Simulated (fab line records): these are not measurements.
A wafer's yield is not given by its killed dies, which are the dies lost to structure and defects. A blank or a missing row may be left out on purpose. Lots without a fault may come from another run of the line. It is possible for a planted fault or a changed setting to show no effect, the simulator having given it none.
Code-filled problem report in 8D (eight disciplines) form :: flow rit cmos :: the parts of the form that need people (team, actions taken, sign-off) are left out

1. PROBLEM STATEMENT
At RIT_NLDD_IMPLANT_08, beam energy keV averages 21.571 over 6 wafers from 2 lots, while fault-free wafers read 19.999, standard deviation 0.0064. So: +99 or more standard deviations from the usual mean.
The first sign was on wafer L905.3 at day 6 02:47, on implanter-03. Wafers with a number at this step in the record: 42, from 14 lots. By rule, "out" or "out of limits" means more than 4 standard deviations away from the usual mean. The other wafers with a number count as sound.

2. WHAT IT IS, WHAT IT ISN'T
question: which readings at this step
is: beam energy keV
is not: -

question: which lots
is: L905, L907
is not: L890, L892, L893, L894, L895, L896, L897, L898, L908, L909, L910, L911

question: which wafers of those lots
is: all that have a number
is not: -

question: read on which tools
is: implanter-03
is not: implanter-02, implanter-04

question: when
is: from day 6 02:47
is not: up to then (24 sound wafers); but 12 sound wafers of L908, L909, L910, L911 came after

3. THE SUSPECTS, EACH WITH WHAT RULES IT OUT
Counting: a tool at a process step up to the reading stays a suspect if it ran every lot that is out and no sound lot after the first of them.
- implanter-03 at RIT_NLDD_IMPLANT_08: kept. It ran every lot that is out, first L905 (day 6 02:47), and no sound lot after that; its last sound lot up to then is L898 (day 4 15:39). Its own readings are out on those wafers: beam energy keV.
Remaining after the count: implanter-03 at RIT_NLDD_IMPLANT_08.

4. THE CAUSE (what the simulator had put in)
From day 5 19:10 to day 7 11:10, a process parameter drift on implanter-03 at RIT_NLDD_IMPLANT_08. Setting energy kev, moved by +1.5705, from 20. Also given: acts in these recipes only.
After counting, this tool was the only one left.

5. SEQUENCE OF EFFECTS, ordered by route
Each row: a reading where the mean over the struck wafers with a number is more than 3 standard deviations away from the usual. Only readings whose record carries a usual standard deviation are examined. hours: median over the lots of the time between each lot's start at the first step of this table that gives one and its start at this step. sigmas: the change, counted in usual standard deviations.
hours: 0
step: RIT_NLDD_IMPLANT_08
reading: beam energy keV
usual: 19.999
on struck wafers: 21.571
change: +1.572
sigmas: +99 or more
Process steps it contains:
- RIT_NLDD_IMPLANT_08

6. WHAT WOULD HAVE CAUGHT IT SOONER
8 hours passed between the start of the fault at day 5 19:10 and the first reading out of limits in this record, taken at day 6 02:47.
